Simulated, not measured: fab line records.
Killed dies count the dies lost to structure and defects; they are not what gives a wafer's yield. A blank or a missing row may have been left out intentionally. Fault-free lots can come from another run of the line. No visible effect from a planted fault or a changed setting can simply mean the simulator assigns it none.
Matching of chambers    flow rit_cmos    RIT_CONTACT_ETCH_11 on rie_diel-03 has 4 sister chambers
The step etches SiO2 in CHF3/CF4/Ar, stops on TiSi2, target depth 480 nm, time 320 s. 18 wafers are shown with their chamber, then 9 later ones without.

== EACH WAFER AND ITS CHAMBER ==
wafer   chamber  drypump_motor_current_A (A)  throttle_valve_pct (%)  oes_product_au (a.u.)
L453.1  2        6.6                          9.06                    0.999
L453.2  3        5.8                          8.86                    1.014
L453.4  1        6.3                          8.83                    0.982
L454.1  1        6.3                          8.83                    0.992
L454.4  0        6.0                          8.63                    0.955
L454.6  1        6.3                          8.83                    0.993
L456.1  3        5.8                          8.85                    0.997
L456.3  0        6.0                          8.65                    0.955
L456.6  3        5.8                          8.84                    1.004
L458.1  2        6.5                          9.06                    0.996
L458.2  0        6.0                          8.63                    0.962
L458.4  3        5.8                          8.84                    0.998
L467.1  0        6.0                          8.66                    0.969
L467.3  1        6.3                          8.82                    0.986
L467.6  2        6.5                          9.05                    0.991
L469.3  3        5.8                          8.86                    0.992
L469.5  3        5.8                          8.86                    1.008
L469.6  0        6.0                          8.64                    0.953

SIGNATURES (means of the wafers above)
reading                  chamber 0  chamber 1  chamber 2  chamber 3  scatter within a chamber
drypump_motor_current_A  6.000      6.300      6.533      5.800      0.0218
throttle_valve_pct       8.6420     8.8275     9.0567     8.8517     0.00965
oes_product_au           0.95880    0.98825    0.99533    1.00217    0.00663
Rule: for each reading, subtract the chamber's mean from the wafer's reading, divide by that reading's scatter and square the result; add these up over the readings and take the root, which gives the wafer's distance from the chamber. If the next closest chamber is less than 2 further off than the closest, the wafer can't be placed; otherwise it belongs to the closest. The scatter is the square root of a quotient: the sum, over the shown wafers, of each reading's squared deviation from its chamber's mean, divided by wafers minus chambers.

== WAFERS WHOSE CHAMBER IS MISSING ==
wafer   drypump_motor_current_A (A)  throttle_valve_pct (%)  oes_product_au (a.u.)
L472.2  6.5                          9.08                    0.990
L472.5  6.0                          8.65                    0.968
L472.6  6.3                          8.83                    0.996
L474.3  6.3                          8.83                    0.985
L474.4  5.8                          8.86                    0.999
L474.6  6.0                          8.64                    0.965
L475.4  6.5                          9.07                    0.997
L475.5  6.3                          8.83                    0.989
L475.6  6.5                          9.05                    1.000

== EACH ONE'S CHAMBER ==
wafer   from the rows above  in truth
L472.2  2                    2
L472.5  0                    0
L472.6  1                    1
L474.3  1                    1
L474.4  3                    3
L474.6  0                    0
L475.4  2                    2
L475.5  1                    1
L475.6  2                    2
Placed correctly: 9 of 9. Left unplaced by these rows: 0. 0 placed wrongly.
